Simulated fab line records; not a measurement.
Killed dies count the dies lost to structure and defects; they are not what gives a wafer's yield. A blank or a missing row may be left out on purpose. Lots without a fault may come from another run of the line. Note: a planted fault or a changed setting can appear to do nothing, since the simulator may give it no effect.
fab line records | flow ritCmos
[record] lots = 15 wafers = 45 lastDay = 8
route steps=202 shown NRETRO@58 M1@202
lots with no fault: from the same line, run without faults
startH: hours from the record's opening day to when the first of the lot's shown wafers began | waitH: time in hours since the lot's previous step | " as in the row above | L1.1+2: a row that stands for several wafers | - no value present, or no start provided | * or withheld: withheld | < > ~ a bound
route shown NAME@n: a module of which the file shows steps, and the number in the route of the first | usual: mean and standard deviation over wafers with no fault | same: alike in all rows | chamber/n: place in a boat | sites: each site's reading | _std_site: the standard deviation of these | _edge_site: inner sites' mean taken away from outer sites' mean | radiusMm: how far each site lies from the wafer's centre | mask NAME#n: copy n | behind: the tool/chamber that last shaped the wafer | hold: why the lot was held/for how many hours/how that ended | device: which transistor (n, p or np) failed to switch | end of line: at the end of the route, the tests of the same wafers | where a step has no rows: the recipe by itself | killed: count of dies lost to structure and defects at first sort (not the wafer's yield) | map: per-die view of a wafer (x killed, . not killed, _ where there is no die)
set.NAME: the setting as run; set.NAME@STEP: as run at that earlier step | model.NAME: the simulator's own value behind a step, which no gauge read
route steps across a sampled set of lots; one table per step, one row per wafer
[[steps]]
[step RIT_NRETRO_DEVELOP_05]
[recipe] resist = NOVOLAK developTimeS = 68 devTempC = 23
// columns lot.wafer tool chamber startH waitH
L632.1+2+5 lithoTrack-03 0 41 -
L633.1+4+5 lithoTrack-04 0 46 -
L634.2+3+5 lithoTrack-01 0 50 -
L635.1+4+6 lithoTrack-01 0 54 -
L636.1+3+5 lithoTrack-01 0 59 -
L637.1+2+4 lithoTrack-01 0 65 -
L638.1+3+6 lithoTrack-04 0 71 -
L639.1+2+4 lithoTrack-03 0 74 -
L642.1+3+6 lithoTrack-03 0 89 -
L644.2+4+5 lithoTrack-03 0 97 -
L645.3+5+6 lithoTrack-03 0 102 -
L646.1+4+5 lithoTrack-03 0 105 -
L647.1+2+6 lithoTrack-03 0 114 -
L649.3+4+5 lithoTrack-03 0 126 -
L654.1+2+3 lithoTrack-01 0 150 -
[step RIT_NRETRO_TW_MEAS_10]
[usual] NRETRO_TW = 1049/9.8
// columns lot.wafer tool chamber startH waitH hold NRETRO_TW
L632.1 filmMetro-04 - 42.54 0.1 - 1037
L632.2 " - " " - 1038
L632.5 " - " " - 1038
L633.1 filmMetro-04 - 47.83 0.1 - 1042
L633.4 " - " " - 1034
L633.5 " - " " - 1038
L634.2 filmMetro-01 - 50.97 0.2 - 1052
L634.3 " - " " - 1055
L634.5 " - " " - 1059
L635.1 filmMetro-04 - 55.09 0.1 - 1037
L635.4 " - " " - 1034
L635.6 " - " " - 1034
L636.1 filmMetro-01 - 60.24 0.1 - 1062
L636.3 " - " " - 1055
L636.5 " - " " - 1057
L637.1 filmMetro-04 - 65.79 0.1 - 1035
L637.2 " - " " - 1035
L637.4 " - " " - 1035
L638.1 filmMetro-01 - 72.07 0.1 - 1059
L638.3 " - " " - 1060
L638.6 " - " " - 1065
L639.1 filmMetro-01 - 75.95 0.1 - 1062
L639.2 " - " " - 1062
L639.4 " - " " - 1064
L642.1 filmMetro-04 - 89.80 0.1 - 1042
L642.3 " - " " - 1037
L642.6 " - " " - 1035
L644.2 filmMetro-01 - 98.44 0.1 - 1053
L644.4 " - " " - 1061
L644.5 " - " " - 1060
L645.3 filmMetro-02 - 103.00 0.1 - 1058
L645.5 " - " " - 1061
L645.6 " - " " - 1059
L646.1 filmMetro-04 - 106.77 0.1 awaitDispo/0.2h/release 221
L646.4 " - " " awaitDispo/0.2h/release 222
L646.5 " - " " awaitDispo/0.2h/release 218
L646.1 filmMetro-04 - 107.00 0.2 - 222
L646.4 " - " " - 222
L646.5 " - " " - 219
L647.1 filmMetro-02 - 114.89 0.1 awaitDispo/0.2h/release 225
L647.2 " - " " awaitDispo/0.2h/release 223
L647.6 " - " " awaitDispo/0.2h/release 227
L647.1 filmMetro-02 - 115.12 0.2 - 225
L647.2 " - " " - 222
L647.6 " - " " - 228
L649.3 filmMetro-04 - 127.38 0.1 awaitDispo/0.2h/release 232
L649.4 " - " " awaitDispo/0.2h/release 226
L649.5 " - " " awaitDispo/0.2h/release 226
L649.3 filmMetro-04 - 127.61 0.2 - 232
L649.4 " - " " - 227
L649.5 " - " " - 228
L654.1 filmMetro-01 - 151.69 0.1 - 1056
L654.2 " - " " - 1055
L654.3 " - " " - 1057
[step RIT_M1_PROBE_99]
[usual] defectLimitedYield = 97.5/1.1 killedAtContacts = 0.1/0.27 killedAtFrontEnd = 6.5/2.8 killedDies = 6.6/2.8 killedOpen = 3.5/2 killedShort = 3.2/1.8 sort_bin_3_pad_short = 0.1/0.26 sort_bin_5_function = 1.5/0.72 sort_bin_6_memory = 0.9/0.67 sortNPass = 257.4/2.8 sortYieldPct = 97.5/1.1
[same] grossDies = 264 killed_at_M0_to_M3 = 0 killed_at_M4_up = 0 killedAtBackSide = 0 killedAtOther = 0
// columns lot.wafer tool chamber startH waitH defectLimitedYield[%] killedAtContacts killedAtFrontEnd killedDies killedOpen killedShort sort_bin_3_pad_short[%] sort_bin_5_function[%] sort_bin_6_memory[%] sortNPass sortYieldPct[%]
L638.1 prober-01 - 101.49 0.1 97.3 0 7 7 5 2 0 0.8 1.9 257.0 97.3
L638.3 prober-01 - 101.59 0.2 98.5 0 4 4 1 3 0.4 1.1 0 260.0 98.5
L638.6 prober-01 - 101.74 0.2 97.3 0 7 7 4 3 0 1.1 1.5 257.0 97.3
L644.2 prober-01 - 128.43 0.1 98.5 1 3 4 4 0 0 1.1 0.4 260.0 98.5
L644.4 prober-01 - 128.53 0.2 97.7 0 6 6 2 4 0.4 1.5 0.4 258.0 97.7
L644.5 prober-01 - 128.58 0.2 97.3 0 7 7 2 5 0 1.9 0.8 257.0 97.3
L645.3 prober-02 - 136.11 0.2 97.7 0 6 6 4 2 0 1.1 1.1 258.0 97.7
L645.5 prober-02 - 136.21 0.2 98.1 0 5 5 2 3 0 1.9 0 259.0 98.1
L645.6 prober-02 - 136.26 0.2 97.0 0 8 8 4 4 0.4 2.3 0.4 256.0 97.0
L654.1 prober-02 - 181.39 0.1 99.2 0 2 2 2 0 0 0.8 0 262.0 99.2
L654.2 prober-02 - 181.44 0.1 98.1 0 5 5 2 3 0 1.5 0.4 259.0 98.1
L654.3 prober-02 - 181.49 0.2 99.2 0 2 2 1 1 0 0.8 0 262.0 99.2
// killed by level:class
L638.1 GATE:geometricParticle:open=2 REOX:geometricParticle:open=1 SPACER:geometricParticle:open=1 SPACER:geometricParticle:short=1 SILICIDE:geometricParticle:open=1 SILICIDE:geometricParticle:short=1
L638.3 FOX1:geometricParticle:short=2 GATE:geometricParticle:open=1 GATE:geometricParticle:short=1
L638.6 FOX1:geometricParticle:short=1 FOX2:geometricParticle:open=1 FOX2:geometricParticle:short=1 GATE:geometricParticle:open=1 REOX:geometricParticle:open=1 SPACER:geometricParticle:short=1 SILICIDE:geometricParticle:open=1
L644.2 FOX1:geometricParticle:open=1 GATE:geometricParticle:open=1 SPACER:geometricParticle:open=1 CONTACT:geometricParticle:open=1
L644.4 GATE:geometricParticle:short=3 FOX1:geometricParticle:open=1 GATE:geometricParticle:open=1 SPACER:geometricParticle:short=1
L644.5 GATE:geometricParticle:short=3 FOX1:geometricParticle:short=2 GATE:geometricParticle:open=2
L645.3 GATE:geometricParticle:open=3 FOX1:geometricParticle:short=1 FOX2:geometricParticle:open=1 GATE:geometricParticle:short=1
L645.5 REOX:geometricParticle:open=1 REOX:geometricParticle:short=1 SPACER:geometricParticle:short=1 SILICIDE:geometricParticle:open=1 SILICIDE:geometricParticle:short=1
L645.6 REOX:geometricParticle:short=2 FOX1:geometricParticle:open=1 FOX2:geometricParticle:open=1 GATE:geometricParticle:open=1 SPACER:geometricParticle:short=1 SILICIDE:geometricParticle:short=1 SILICIDE:geometricParticle:open=1
L654.1 FOX2:geometricParticle:open=1 REOX:geometricParticle:open=1
L654.2 FOX1:geometricParticle:short=1 GATE:geometricParticle:short=1 SPACER:geometricParticle:short=1 SPACER:geometricParticle:open=1 SILICIDE:geometricParticle:open=1
L654.3 GATE:geometricParticle:open=1 SPACER:geometricParticle:short=1
[[key]]
[firstSign] step = RIT_NRETRO_TW_MEAS_10 reading = visit direction = added
[effect] step = RIT_NRETRO_TW_MEAS_10 reading = NRETRO_TW direction = down sigmas = 84 usual = 1049 struck = 225
metAt RIT_NRETRO_DEVELOP_05
struckLots L646,L647,L649
scrappedBehind RIT_NRETRO_TW_MEAS_10 L646.1,L646.4,L646.5,L647.1,L647.2,L647.6,L649.3,L649.4,L649.5
onsetBetween 102 105
[fault] kind = processParameterDrift tool = lithoTrack-03 chamber = - onsetH = 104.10 steps = RIT_NRETRO_DEVELOP_05 channel = developTimeS offset = * shape = step endH = 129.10 actsIn = * stated = *
